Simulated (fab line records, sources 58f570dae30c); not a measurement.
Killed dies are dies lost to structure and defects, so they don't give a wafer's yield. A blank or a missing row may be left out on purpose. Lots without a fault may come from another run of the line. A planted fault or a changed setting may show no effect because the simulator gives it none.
One fault seen from 2 desks | flow berkeley_cmos170 | each desk has only its own numbers; what lay behind them comes last

THE TOOL OWNER'S DESK: litho_track-02
The tool's own readings at UCB170_M3_COAT_10 (resist thk 900 nm): means of the sampled wafers that have a number, for each lot that ran on this tool. A lot is out of limits, marked OUT, if its mean lies more than 4 standard deviations from the usual mean; the brackets give that distance.
Columns: A = spin_speed_rpm at UCB170_M3_COAT_10, usual 1500.1 rpm
lot  | first seen here | A
L127 | day 7 06:00     | 1500.2
L131 | day 8 05:00     | 1499.8
L136 | day 9 12:00     | 1446.4 (-56) OUT
L139 | day 10 02:00    | 1446.3 (-56) OUT
This desk's finding: out of limits on L136, L139; first on L136, day 9 12:00 (spin_speed_rpm at UCB170_M3_COAT_10). In limits: L127, L131.

THE METROLOGY DESK
What the gauges read, lot by lot, whatever tool the lot ran on: means of the sampled wafers that have a number. A lot is out of limits, marked OUT, if its mean lies more than 4 standard deviations from the usual mean; the brackets give that distance.
Columns: A = cd_nm at UCB170_V2_CD_MEAS_90, usual 699.9 nm; B = M3_AL_RS at UCB170_M3_RS_MEAS_02, usual 0.0322 ohm/sq; C = M3_AL_THK at UCB170_M3_THK_MEAS_03, usual 888 nm; D = cd_nm at UCB170_M3_CD_MEAS_15, usual 700.1 nm
lot  | first seen here | A     | B      | C   | D
L127 | day 7 04:53     | 698.8 | 0.0322 | 880 | 700.2
L131 | day 8 03:58     | 697.9 | 0.0324 | 888 | 701.7
L136 | day 9 11:28     | 699.8 | 0.0326 | 867 | 702.3
L139 | day 10 00:56    | 698.6 | 0.0322 | 893 | 702.7
L146 | day 11 05:46    | 700.7 | 0.0325 | 881 | 700.0
L147 | day 11 15:20    | 698.8 | 0.0320 | 893 | 699.9
This desk's finding: nothing out of limits on any of the 6 lots.

PUT TOGETHER
The tool owner's desk could have raised an alarm at day 9 12:00, on L136, L139.
The metrology desk saw nothing out of limits.
The metrology desk has L136, L139 on record, within its limits.
Of the lots named, all ran UCB170_M3_COAT_10 on litho_track-02.

WHAT THE SIMULATOR HAD PUT IN
Process parameter drift: litho_track-02, from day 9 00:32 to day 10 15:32, at UCB170_M3_COAT_10. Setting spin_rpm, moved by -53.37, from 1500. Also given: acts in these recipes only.
Lots struck among those shown: L136, L139.
Hours from the fault's start to each desk's first reading out of limits: the tool owner's desk, 11.
